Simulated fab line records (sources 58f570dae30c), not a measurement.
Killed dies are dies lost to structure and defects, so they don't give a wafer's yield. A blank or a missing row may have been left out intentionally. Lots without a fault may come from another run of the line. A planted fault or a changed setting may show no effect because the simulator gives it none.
Shared-tool check :: flow berkeleyCmos170 :: 14 lots and 42 wafers in the sample

## THE REASON FOR OPENING IT
Of 14 lots, 2 have the reading FIELD_OXIDE_THK flagged at UCB170_FIELD_THK_MEAS_02. Fault-free wafers read 563 nm, with a standard deviation of 11.
Rule: a lot is flagged in two cases, either no wafer of it has a number, or all its wafers with numbers fall more than 4 standard deviations from that mean. All remaining lots are regarded as sound.

lot: L513
measured: day 5 00:22
on: filmMetro-01
FIELD_OXIDE_THK (nm), wafer by wafer: 560 569 549
flag: 

lot: L512
measured: day 5 00:25
on: filmMetro-04
FIELD_OXIDE_THK (nm), wafer by wafer: 562 561 566
flag: 

lot: L517
measured: day 5 12:52
on: filmMetro-03
FIELD_OXIDE_THK (nm), wafer by wafer: 554 559 562
flag: 

lot: L516
measured: day 5 12:52
on: filmMetro-01
FIELD_OXIDE_THK (nm), wafer by wafer: 567 568 572
flag: 

lot: L519
measured: day 6 03:38
on: filmMetro-03
FIELD_OXIDE_THK (nm), wafer by wafer: 573 562 578
flag: 

lot: L520
measured: day 6 12:17
on: filmMetro-03
FIELD_OXIDE_THK (nm), wafer by wafer: 561 569 564
flag: 

lot: L522
measured: day 6 20:24
on: filmMetro-04
FIELD_OXIDE_THK (nm), wafer by wafer: 553 545 559
flag: 

lot: L523
measured: day 7 06:00
on: filmMetro-03
FIELD_OXIDE_THK (nm), wafer by wafer: 561 561 565
flag: 

lot: L524
measured: day 7 06:00
on: filmMetro-01
FIELD_OXIDE_THK (nm), wafer by wafer: 572 579 576
flag: 

lot: L527
measured: day 7 17:07
on: filmMetro-03
FIELD_OXIDE_THK (nm), wafer by wafer: 566 569 560
flag: 

lot: L525
measured: day 7 18:21
on: filmMetro-01
FIELD_OXIDE_THK (nm), wafer by wafer: 844 843 833
flag: FLAGGED

lot: L526
measured: day 7 21:48
on: filmMetro-01
FIELD_OXIDE_THK (nm), wafer by wafer: 865 880 859
flag: FLAGGED

lot: L534
measured: day 9 14:29
on: filmMetro-01
FIELD_OXIDE_THK (nm), wafer by wafer: 546 561 560
flag: 

lot: L535
measured: day 9 14:29
on: filmMetro-04
FIELD_OXIDE_THK (nm), wafer by wafer: 565 561 568
flag: 
The numbers of the flagged lots are 854 nm on average: +291 nm against the usual, or +26 standard deviations.

## WHICH TOOL RAN EACH LOT
The record keeps 1 process step preceding the reading, out of 331 steps on the route. Every cell lists first the tool, next ch and the chambers used by the sampled wafers, and last the start.
lot: L513
flag: 
UCB170_FIELD_OXIDATION_01: furnace-04 ch 0, day 4 21:20

lot: L512
flag: 
UCB170_FIELD_OXIDATION_01: furnace-04 ch 0, day 4 21:20

lot: L517
flag: 
UCB170_FIELD_OXIDATION_01: furnace-02 ch 0, day 5 09:50

lot: L516
flag: 
UCB170_FIELD_OXIDATION_01: furnace-02 ch 0, day 5 09:50

lot: L519
flag: 
UCB170_FIELD_OXIDATION_01: furnace-04 ch 0, day 6 00:38

lot: L520
flag: 
UCB170_FIELD_OXIDATION_01: furnace-02 ch 0, day 6 09:17

lot: L522
flag: 
UCB170_FIELD_OXIDATION_01: furnace-03 ch 0, day 6 17:24

lot: L523
flag: 
UCB170_FIELD_OXIDATION_01: furnace-03 ch 0, day 7 03:00

lot: L524
flag: 
UCB170_FIELD_OXIDATION_01: furnace-03 ch 0, day 7 03:00

lot: L527
flag: 
UCB170_FIELD_OXIDATION_01: furnace-03 ch 0, day 7 14:07

lot: L525
flag: FLAGGED
UCB170_FIELD_OXIDATION_01: furnace-02 ch 0, day 7 10:38

lot: L526
flag: FLAGGED
UCB170_FIELD_OXIDATION_01: furnace-03 ch 0, day 7 14:07

lot: L534
flag: 
UCB170_FIELD_OXIDATION_01: furnace-04 ch 0, day 9 11:29

lot: L535
flag: 
UCB170_FIELD_OXIDATION_01: furnace-04 ch 0, day 9 11:29
What these steps do:
- UCB170_FIELD_OXIDATION_01: target thk 558.3 nm, ox time 7200 s.
- UCB170_FIELD_THK_MEAS_02

## FLAGGED OVER TOTAL, TOOL BY TOOL (the gauges that took the reading come last)
step: UCB170_FIELD_OXIDATION_01
tool: furnace-02
lots run: 4
flagged: 1
share of the flagged lots: some
sound lots run after its first flagged lot: 0

step: UCB170_FIELD_OXIDATION_01
tool: furnace-03
lots run: 5
flagged: 1
share of the flagged lots: some
sound lots run after its first flagged lot: 0

step: UCB170_FIELD_OXIDATION_01
tool: furnace-04
lots run: 5
flagged: 0
share of the flagged lots: none
sound lots run after its first flagged lot: -

step: UCB170_FIELD_THK_MEAS_02
tool: filmMetro-01
lots run: 6
flagged: 2
share of the flagged lots: all
sound lots run after its first flagged lot: 1 (L534)

step: UCB170_FIELD_THK_MEAS_02
tool: filmMetro-03
lots run: 5
flagged: 0
share of the flagged lots: none
sound lots run after its first flagged lot: -

step: UCB170_FIELD_THK_MEAS_02
tool: filmMetro-04
lots run: 3
flagged: 0
share of the flagged lots: none
sound lots run after its first flagged lot: -

## THE TABLE: WHAT IT ALLOWS
All flagged lots share 1 row of the table, namely filmMetro-01 at UCB170_FIELD_THK_MEAS_02.
- filmMetro-01 at UCB170_FIELD_THK_MEAS_02: 2 of its 6 lots flagged. Lots that were sound ran on it after the first flagged one (L534); a persistent fault on the entire tool would not allow that.
None of the table's rows ran every flagged lot and, after the first, no sound lot.

## WHAT HAD BEEN PUT IN BY THE SIMULATOR
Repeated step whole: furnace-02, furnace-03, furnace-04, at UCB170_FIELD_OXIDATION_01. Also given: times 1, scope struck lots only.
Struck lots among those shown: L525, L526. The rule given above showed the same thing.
